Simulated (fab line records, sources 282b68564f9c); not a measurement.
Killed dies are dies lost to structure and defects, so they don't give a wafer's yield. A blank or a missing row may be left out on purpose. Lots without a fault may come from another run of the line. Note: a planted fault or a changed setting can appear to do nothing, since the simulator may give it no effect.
A single fault, viewed from 2 desks -- flow rit_cmos -- each desk has only its own numbers; what lay behind them comes last

AT THE METROLOGY DESK
Means of the sampled wafers that have a number, per lot and without regard to the tool the lot ran on: this is what the gauges read. Any lot whose mean is over 4 standard deviations away from the usual mean is out of limits and marked OUT; that distance is given in the brackets.
Columns: A = SILICIDE_TI_RS at RIT_SILICIDE_RS_MEAS_02, usual 47.6 ohm/sq; B = SILICIDE_TI_THK at RIT_SILICIDE_THK_MEAS_03, usual 30.31 nm
lot,first seen here,A,B
L226,day 3 03:37,47.3,30.55
L227,day 3 08:28,47.7,30.27
L228,day 3 13:22,48.3,29.86
L229,day 3 21:26,47.7,30.25
L230,day 3 23:27,48.3,30.13
L231,day 4 04:20,47.4,30.24
L232,day 4 08:45,47.4,30.51
L237,day 5 08:56,53.3 (+11) OUT,27.81 (-9.3) OUT
L238,day 5 15:52,46.8,30.49
L239,day 5 21:05,53.3 (+11) OUT,27.69 (-9.7) OUT
L240,day 6 00:20,51.9 (+8.5) OUT,28.27 (-7.6) OUT
L243,day 6 15:10,47.7,30.17
L245,day 7 01:44,47.1,30.62
L247,day 7 11:32,46.9,30.54
L249,day 7 22:56,48.1,30.22
This desk finds L237, L239, L240 out of limits, with the earliest case on L237 at day 5 08:56 (SILICIDE_TI_RS at RIT_SILICIDE_RS_MEAS_02). L226, L227, L228, L229, L230, L231, L232, L238, L243, L245, L247, L249 stayed within limits.

DESK OF THE TOOL OWNER: pvd_sputter-04
The tool's own readings at RIT_SILICIDE_SPUTTER_01 (material Ti, target thk 30 nm, time 240 s): means of the sampled wafers that have a number, for each lot that ran on this tool. Any lot whose mean is over 4 standard deviations away from the usual mean is out of limits and marked OUT; that distance is given in the brackets.
Columns: A = chamber_pressure_pa at RIT_SILICIDE_SPUTTER_01, usual 0.6670 Pa; B = throttle_valve_pct at RIT_SILICIDE_SPUTTER_01, usual 29.9 %
lot,first seen here,A,B
L227,day 3 08:17,0.6658,29.4
L229,day 3 21:17,0.6669,29.3
L231,day 4 04:10,0.6680,29.7
L237,day 5 08:47,0.6679,30.4
L239,day 5 20:55,0.6667,29.9
L240,day 6 00:11,0.6688,30.4
Finding of this desk: none of the 6 lots has anything out of limits.

TAKEN TOGETHER
The metrology desk could have raised an alarm at day 5 08:56, on L237, L239, L240.
The tool owner's desk saw nothing out of limits.
On record at the tool owner's desk: L237, L239, L240, within its limits.
All the named lots went through RIT_SILICIDE_SPUTTER_01 on pvd_sputter-04.

WHAT THE SIMULATOR HAD INSERTED
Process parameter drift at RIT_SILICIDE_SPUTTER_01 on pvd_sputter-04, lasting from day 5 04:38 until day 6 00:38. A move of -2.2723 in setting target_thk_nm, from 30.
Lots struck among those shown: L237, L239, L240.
Hours from the fault's start to each desk's first reading out of limits: the metrology desk, 4.
